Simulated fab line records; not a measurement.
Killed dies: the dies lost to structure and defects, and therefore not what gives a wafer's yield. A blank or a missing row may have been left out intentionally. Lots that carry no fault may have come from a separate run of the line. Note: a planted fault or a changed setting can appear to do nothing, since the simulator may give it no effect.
fab line records -- flow berkeley_cmos170
record lots=7, wafers=21, last_day=11
route steps=331 shown M3@309
lots with no fault: from the same line, run without faults
start_h: start of the lot's first displayed wafer, in hours after the record's first day -- wait_h: how many hours have passed since the lot's step before this one -- " repeats the value in the row above -- L1.1+2: a row that stands for several wafers -- - no value, or no start was given -- * or withheld: withheld -- < > ~ a bound
route shown NAME@n: NAME is a module with steps in the file, n the number in the route of the first one -- usual: mean and standard deviation over wafers with no fault -- same: alike in all rows -- chamber/n: place in a boat -- sites: each site's reading -- _std_site: how widely they spread, as a standard deviation -- _edge_site: mean of outer sites minus mean of inner sites -- radius_mm: how far each site lies from the wafer's centre -- mask NAME#n: copy n -- behind: tool/chamber where the wafer was last shaped -- hold: why the lot went on hold/how many hours it stayed there/how the hold came to an end -- device: transistor that didn't switch, given as n, p or np -- end of line: tests run on the same wafers once the route is complete -- for a step that has no rows: nothing shown but its recipe -- killed: at the first sort, the dies lost to defects and structure; wafer yield is something else -- map: shows each die of a wafer: x if killed, . if not, _ if none is there
set.NAME: the setting the step ran with; set.NAME@STEP: the setting that earlier step ran with -- model.NAME: the simulator's own value behind a step, which no gauge read
lots at some steps of the route; a table a step, a row a wafer
services: from which hour (start_h, from the record's first day; less than 0 if before it) a tool's chamber was out of use, for how many hours, and why
## steps
# step UCB170_M3_PRE_CLEAN_00
# recipe gas=Ar, preclean_etch_time_s=60
# step UCB170_M3_SPUTTER_01
# recipe material=Al, target_thk_nm=900, time_s=120, power_w=6000, chamber_pressure_pa=0.5
# usual throttle_valve_pct=29.7/1.1
lot.wafer,tool,chamber,start_h,wait_h,throttle_valve_pct
L408.2,pvd_sputter-01,-,196.87,0.0,30.0
L408.3,pvd_sputter-01,-,196.87,0.0,30.6
L408.4,pvd_sputter-01,-,196.87,0.0,30.9
L414.1,pvd_sputter-01,-,221.84,0.0,30.8
L414.4,pvd_sputter-01,-,221.84,0.0,30.6
L414.6,pvd_sputter-01,-,221.84,0.0,30.5
L422.1,pvd_sputter-03,-,252.87,0.0,30.2
L422.3,pvd_sputter-03,-,252.87,0.0,28.5
L422.5,pvd_sputter-03,-,252.87,0.0,28.0
L417.1,pvd_sputter-01,-,253.05,0.0,30.5
L417.3,pvd_sputter-01,-,253.05,0.0,30.8
L417.5,pvd_sputter-01,-,253.05,0.0,30.3
L420.1,pvd_sputter-02,-,253.69,0.0,29.5
L420.5,pvd_sputter-02,-,253.69,0.0,29.3
L420.6,pvd_sputter-02,-,253.69,0.0,28.5
L419.2,pvd_sputter-03,-,253.88,0.0,30.1
L419.3,pvd_sputter-03,-,253.88,0.0,28.2
L419.6,pvd_sputter-03,-,253.88,0.0,28.1
L418.3,pvd_sputter-01,-,254.24,0.0,30.3
L418.4,pvd_sputter-01,-,254.24,0.0,30.6
L418.5,pvd_sputter-01,-,254.24,0.0,30.6
# step UCB170_M3_RS_MEAS_02
# recipe thk_meas_gauge=four-point-probe, reads=Al_of_M3_SPUTTER_01
# usual M3_AL_RS=0.0321/0.00036
lot.wafer,tool,chamber,start_h,wait_h,M3_AL_RS[ohm/sq]
L408.2,film_metro-03,-,196.97,0.1,0.0318
L408.3,film_metro-03,-,196.97,0.1,0.0320
L408.4,film_metro-03,-,196.97,0.1,0.0317
L414.1,film_metro-01,-,221.92,0.0,0.0319
L414.4,film_metro-01,-,221.92,0.0,0.0324
L414.6,film_metro-01,-,221.92,0.0,0.0326
L422.1,film_metro-03,-,252.95,0.0,0.0325
L422.3,film_metro-03,-,252.95,0.0,0.0321
L422.5,film_metro-03,-,252.95,0.0,0.0319
L417.1,film_metro-01,-,253.14,0.0,0.0322
L417.3,film_metro-01,-,253.14,0.0,0.0317
L417.5,film_metro-01,-,253.14,0.0,0.0320
L420.1,film_metro-03,-,253.78,0.0,0.0328
L420.5,film_metro-03,-,253.78,0.0,0.0327
L420.6,film_metro-03,-,253.78,0.0,0.0331
L419.2,film_metro-02,-,253.98,0.1,0.0323
L419.3,film_metro-02,-,253.98,0.1,0.0324
L419.6,film_metro-02,-,253.98,0.1,0.0324
L418.3,film_metro-03,-,254.37,0.1,0.0318
L418.4,film_metro-03,-,254.37,0.1,0.0320
L418.5,film_metro-03,-,254.37,0.1,0.0317
# step UCB170_M3_THK_MEAS_03
# recipe thk_meas_gauge=xrf, reads=Al_of_M3_SPUTTER_01
# usual M3_AL_THK=895/10
lot.wafer,tool,chamber,start_h,wait_h,M3_AL_THK[nm]
L408.2,film_metro-03,-,197.08,0.1,900
L408.3,film_metro-03,-,197.08,0.1,893
L408.4,film_metro-03,-,197.08,0.1,906
L414.1,film_metro-01,-,222.04,0.1,898
L414.4,film_metro-01,-,222.04,0.1,889
L414.6,film_metro-01,-,222.04,0.1,882
L422.1,film_metro-03,-,253.07,0.1,879
L422.3,film_metro-03,-,253.07,0.1,895
L422.5,film_metro-03,-,253.07,0.1,901
L417.1,film_metro-01,-,253.26,0.1,889
L417.3,film_metro-01,-,253.26,0.1,902
L417.5,film_metro-01,-,253.26,0.1,892
L420.1,film_metro-03,-,253.90,0.1,877
L420.5,film_metro-03,-,253.90,0.1,877
L420.6,film_metro-03,-,253.90,0.1,869
L419.2,film_metro-02,-,254.09,0.1,888
L419.3,film_metro-02,-,254.09,0.1,886
L419.6,film_metro-02,-,254.09,0.1,884
L418.3,film_metro-03,-,254.47,0.1,898
L418.4,film_metro-03,-,254.47,0.1,895
L418.5,film_metro-03,-,254.47,0.1,906
# step UCB170_M3_HMDS_04
# recipe prime_time_s=60, prime_temp_c=100
# step UCB170_M3_COAT_05
# recipe resist=KrF, spin_rpm=1500, resist_thk_nm=900
# step UCB170_M3_SOFTBAKE_06
# recipe resist=KrF, temp_c=130, time_s=60
# step UCB170_M3_STRIP_07
# recipe chemistry=O2, power_w=400, pressure_mtorr=3500, platen_temp_c=withheld, o2_flow_sccm=400, overash_fraction=0.5
# usual drypump_motor_current_A=5.7/0.37, oes_product_au=0.735/0.0042, strip_time_to_endpoint_s=21.98/0.058
lot.wafer,tool,chamber,start_h,wait_h,drypump_motor_current_A,oes_product_au,rf_hours_counter_h,strip_time_to_endpoint_s
L408.2,plasma_asher-02,0,197.61,0.1,5.9,0.730,50,22.07
L408.3,plasma_asher-02,1,197.61,0.1,6.0,0.742,-,22.02
L408.4,plasma_asher-02,0,197.61,0.1,5.9,0.731,-,22.06
L414.1,plasma_asher-02,0,223.30,0.1,5.9,0.739,52,21.94
L414.4,plasma_asher-02,0,223.30,0.1,5.9,0.741,-,21.92
L414.6,plasma_asher-02,0,223.30,0.1,5.9,0.739,-,21.99
L422.1,plasma_asher-01,1,254.03,0.1,5.8,0.735,55,22.06
L422.3,plasma_asher-01,0,254.03,0.1,5.0,0.733,-,22.02
L422.5,plasma_asher-01,0,254.03,0.1,5.0,0.729,-,22.08
L417.1,plasma_asher-01,1,254.43,0.1,5.8,0.731,55,21.98
L417.3,plasma_asher-01,0,254.43,0.1,5.1,0.735,-,21.93
L417.5,plasma_asher-01,0,254.43,0.1,5.1,0.738,-,21.97
L420.1,plasma_asher-02,1,255.16,0.1,6.0,0.737,57,22.09
L420.5,plasma_asher-02,0,255.16,0.1,5.9,0.737,-,22.01
L420.6,plasma_asher-02,1,255.16,0.1,6.0,0.736,-,21.98
L419.2,plasma_asher-02,1,255.64,0.1,6.0,0.732,57,21.99
L419.3,plasma_asher-02,1,255.64,0.1,6.0,0.735,-,22.02
L419.6,plasma_asher-02,0,255.64,0.1,5.9,0.738,-,22.06
L418.3,plasma_asher-01,1,255.92,0.1,5.8,0.731,-,21.97
L418.4,plasma_asher-01,0,255.92,0.1,5.1,0.736,-,21.94
L418.5,plasma_asher-01,0,255.92,0.1,5.0,0.735,-,21.97
# step UCB170_M3_STRIP_08
# recipe chemistry=DMSO, temp_c=80, time_s=600, material=KrF
# step UCB170_M3_COAT_09
# recipe resist=BARC, temp_c=withheld, time_s=withheld, spin_rpm=3000, resist_thk_nm=withheld
# step UCB170_M3_COAT_10
# recipe resist=KrF, spin_rpm=1500, resist_thk_nm=900
# step UCB170_M3_SOFTBAKE_11
# recipe resist=KrF, temp_c=130, time_s=60
# step UCB170_M3_EXPOSE_12
# recipe mask_id=METAL3, target_cd_nm=700, na=0.5, sigma_outer=0.6, source_shape=conventional, dose_mj=26
# usual exposure_dose_mJ_cm2=26.021/0.026, focus_offset_nm=0.0/0.54
lot.wafer,tool,chamber,start_h,wait_h,mask,exposure_dose_mJ_cm2,focus_offset_nm
L408.2,krf_scanner-01,0,198.84,-,METAL3#0,26.007,0.1
L408.3,krf_scanner-01,0,198.84,-,METAL3#0,25.999,-0.4
L408.4,krf_scanner-01,0,198.84,-,METAL3#0,26.011,-0.6
L414.1,krf_scanner-01,0,224.95,-,METAL3#0,26.042,-0.5
L414.4,krf_scanner-01,0,224.95,-,METAL3#0,25.979,-0.1
L414.6,krf_scanner-01,0,224.95,-,METAL3#0,25.997,0.4
L422.1,krf_scanner-01,0,255.83,-,METAL3#0,26.021,0.3
L422.3,krf_scanner-01,0,255.83,-,METAL3#0,25.996,-0.2
L422.5,krf_scanner-01,0,255.83,-,METAL3#0,25.999,-0.7
L417.1,krf_scanner-01,-,256.28,-,METAL3#0,-,-
L417.3,krf_scanner-01,-,256.28,-,METAL3#0,-,-
L417.5,krf_scanner-01,-,256.28,-,METAL3#0,-,-
L420.1,krf_scanner-01,-,257.54,-,METAL3#0,-,-
L420.5,krf_scanner-01,-,257.54,-,METAL3#0,-,-
L420.6,krf_scanner-01,-,257.54,-,METAL3#0,-,-
L419.2,krf_scanner-01,-,257.70,-,METAL3#0,-,-
L419.3,krf_scanner-01,-,257.70,-,METAL3#0,-,-
L419.6,krf_scanner-01,-,257.70,-,METAL3#0,-,-
L418.3,krf_scanner-02,0,258.16,-,METAL3#0,26.075,-1.0
L418.4,krf_scanner-02,0,258.16,-,METAL3#0,26.056,-0.1
L418.5,krf_scanner-02,0,258.16,-,METAL3#0,26.063,-0.4
# step UCB170_M3_PEB_13
# recipe peb_temp_c=130, peb_time_s=withheld, resist=KrF
## services
tool,chamber,start_h,hours,kind
pvd_sputter-02,-,202.42,2.7,repair
pvd_sputter-01,-,219.76,1.4,repair
krf_scanner-01,-,228.59,1.0,pm
krf_scanner-02,0,235.99,-,calibration
## key
first_sign step=UCB170_M3_EXPOSE_12, reading=tool_record, direction=missing
effect none on later readings
met_at UCB170_M3_EXPOSE_12
struck_wafers L417.1,L417.3,L417.5,L419.2,L419.3,L419.6,L420.1,L420.5,L420.6
later_rows_left_out L417.1,L417.3,L417.5,L419.2,L419.3,L419.6,L420.1,L420.5,L420.6
sort_left_out L417.1,L417.3,L417.5,L419.2,L419.3,L419.6,L420.1,L420.5,L420.6
onset_between 224.95 256.28
fault kind=skipped_step_whole, tool=krf_scanner-01, chamber=-, onset_h=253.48, steps=UCB170_M3_EXPOSE_12, scope=struck_lots_only
# sort_left_out: the simulated sort isn't trusted on such a fault, so these wafers' sort isn't shown, and their yield isn't known
# later_rows_left_out: the simulator's readings of these wafers behind a module that went badly wrong aren't trusted and aren't shown, but for the sort
